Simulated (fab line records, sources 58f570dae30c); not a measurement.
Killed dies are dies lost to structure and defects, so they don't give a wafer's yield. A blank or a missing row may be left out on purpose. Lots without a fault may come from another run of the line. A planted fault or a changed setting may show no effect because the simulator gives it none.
Which tool did it? | flow berkeley_cmos170 | 11 lots, 33 wafers sampled, at 2 steps of a route of 331

WHAT THE GAUGES READ, wafer by wafer
UCB170_PLDD_CD_MEAS_06: target cd 1200 nm.
lot  | measured     | on        | cd_nm (nm)
L337 | day 6 09:41  | cd_sem-02 | 1202.8 1202.1 1202.2
L339 | day 6 14:10  | cd_sem-02 | 1199.0 1200.8 1199.8
L340 | day 6 14:38  | cd_sem-01 | 1204.5 1202.5 1203.3
L338 | day 6 14:04  | cd_sem-01 | 1197.6 1198.9 1198.2
L343 | day 7 01:34  | cd_sem-02 | 1197.6 1199.7 1198.7
L347 | day 7 20:33  | cd_sem-01 | 1204.3 1218.5 1205.3
L345 | day 7 21:12  | cd_sem-02 | 1212.5 1215.9 1205.3
L351 | day 8 18:00  | cd_sem-02 | 1199.8 1198.1 1198.6
L352 | day 9 02:41  | cd_sem-01 | 1201.3 1199.9 1200.5
L353 | day 9 18:17  | cd_sem-01 | 1197.4 1198.0 1196.4
L360 | day 10 10:30 | cd_sem-01 | 1202.1 1201.9 1201.6

WHICH TOOL RAN EACH LOT (tool, then ch and the chambers of the sampled wafers, then the start)
lot  | UCB170_PLDD_EXPOSE_03
L337 | krf_scanner-01 ch 0, day 6 08:58
L339 | krf_scanner-01 ch 0, day 6 13:46
L340 | krf_scanner-01 ch 0, day 6 14:15
L338 | krf_scanner-01 ch 0, day 6 13:34
L343 | krf_scanner-01 ch 0, day 7 00:25
L347 | krf_scanner-01 ch 0, day 7 20:02
L345 | krf_scanner-01 ch 0, day 7 20:46
L351 | krf_scanner-02 ch 0, day 8 17:30
L352 | krf_scanner-02 ch 0, day 9 02:18
L353 | krf_scanner-02 ch 0, day 9 17:53
L360 | krf_scanner-01 ch 0, day 10 10:07
- UCB170_PLDD_EXPOSE_03: exposes mask PSELECT, target cd 1200 nm.

THE ANSWER, worked out from the rows above alone
Rule: what is usual is taken from the lots themselves. Put in order of their means at a reading, lots are off if they are a third of the lots or fewer, leave a main group of 4 or more, and stand apart from it by a gap of 3 or more times the standard deviation of the main group's means; of several such gaps the widest counts. A main group whose means are all the same, to the digits that the tables above print for the reading, isn't used. A lot without any number at a reading at which 4 lots or more have one is off too. The other lots that the step has rows for count as sound.
Off: L347, L345, at UCB170_PLDD_CD_MEAS_06 (cd_nm). The main group: mean 1200.1 nm, standard deviation 2.
A tool fits if, at a process step before that reading, it ran every lot that is off, and no sound lot after the first of them. The gauges at UCB170_PLDD_CD_MEAS_06 are tried like those tools. None of those tried fits.

WHAT THE SIMULATOR HAD PUT IN
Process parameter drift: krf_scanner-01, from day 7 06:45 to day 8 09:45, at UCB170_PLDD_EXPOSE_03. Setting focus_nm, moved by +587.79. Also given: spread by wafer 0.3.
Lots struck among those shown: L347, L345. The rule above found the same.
